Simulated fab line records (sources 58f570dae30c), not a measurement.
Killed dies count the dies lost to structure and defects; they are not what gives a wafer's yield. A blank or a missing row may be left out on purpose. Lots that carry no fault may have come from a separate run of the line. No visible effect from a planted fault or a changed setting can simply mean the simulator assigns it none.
Code-filled problem report in 8D (eight disciplines) form | flow berkeley-cmos170 | the parts of the form that need people (team, actions taken, sign-off) are left out

== 1. THE ISSUE ==
Mean V1_POLISHED_THK at UCB170_V1_THK_MEAS_04: 1074.5 nm over 3 wafers in 2 lots; fault-free wafers: 999.9 nm, standard deviation 1.1. Measured from the usual mean, that is +68 standard deviations.
Earliest sighting: wafer L439.3 on film-metro-01 at day 11 14:16. At this step, 42 wafers from 14 lots have a number in the record. Rule for "out", or "out of limits": more than 4 standard deviations from the usual mean. Any other wafer with a number is counted as sound.

== 2. WHAT IT IS, AND WHAT IT ISN'T ==
question                    | is                           | is not
which readings at this step | V1_POLISHED_THK              | -
which lots                  | L439, L443                   | L431, L432, L433, L434, L436, L437, L438, L440, L447, L448, L450, L452
which wafers of those lots  | L439.3, L443.3, L443.6       | L439.1, L439.2, L443.1
read on which gauges        | film-metro-01, film-metro-02 | film-metro-04
when                        | from day 11 14:16            | up to then (26 sound wafers); but 13 sound wafers of L443, L447, L448, L450, L452 came after

== 3. THE SUSPECTS, EACH WITH WHAT RULES IT OUT ==
Counting: any tool at a process step up to the reading remains a suspect provided it ran every lot that is out. Sound lots after the first of them don't rule it out here, since some wafers of a struck lot are sound.
- ruled out: the gauge at UCB170_V1_THK_MEAS_04. 2 gauges (film-metro-01, film-metro-02) read the wafers that are out.
- cmp-02 at UCB170_V1_CMP_02 (polishes SiO2): kept. It processed each lot that is out (first: L439, day 11 13:50); up to then, its last sound lot is L438 (day 10 05:50).
- At UCB170_V1_CMP_02, inside cmp-02: chamber 2 took the wafers that are out, while their sound lot-mates went through chambers 0, 1.
Remaining after the count: cmp-02 at UCB170_V1_CMP_02.

== 4. THE CAUSE (what the simulator had put in) ==
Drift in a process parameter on cmp-02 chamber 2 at UCB170_V1_CMP_02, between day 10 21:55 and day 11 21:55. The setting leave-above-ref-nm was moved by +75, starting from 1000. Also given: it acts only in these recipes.
The count eliminated every tool but this one.

== 5. THE EFFECT CHAIN, in route order ==
Each row: a reading whose mean over the struck wafers that have a number lies more than 3 standard deviations from the usual. Scope: only readings with a usual standard deviation given in the record; hours: median across lots of the time from each lot's start at the first step in this table that gives one to its start at this step; sigmas: change in usual standard deviations.
hours | step                  | reading         | usual      | on struck wafers | change | sigmas
0     | UCB170_V1_THK_MEAS_04 | V1_POLISHED_THK | 999.9 nm   | 1074.5           | +74.6  | +68
3     | UCB170_V1_ETCH_14     | oes-product-au  | 0.882 a.u. | 0.919            | +0.037 | +3.4
Its process steps:
- UCB170_V1_ETCH_14: etches SiO2 in CHF3/CF4/Ar, stops on Al, target depth 1250 nm, time 291 s.

== 6. WHAT WOULD HAVE CAUGHT IT SOONER ==
In this record the first reading out of limits at a measuring or inspecting step was taken at day 11 14:16, 16 hours after the fault began at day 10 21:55.
Tool readings at UCB170_V1_CMP_02 with a usual standard deviation given in the record: none out on any struck wafer, hence no alarm at a limit of 4 standard deviations on them.
Among the 2 lots that are out, L443 began UCB170_V1_CMP_02 on cmp-02 after day 11 14:16. A hold on the tool at that time would have spared it.
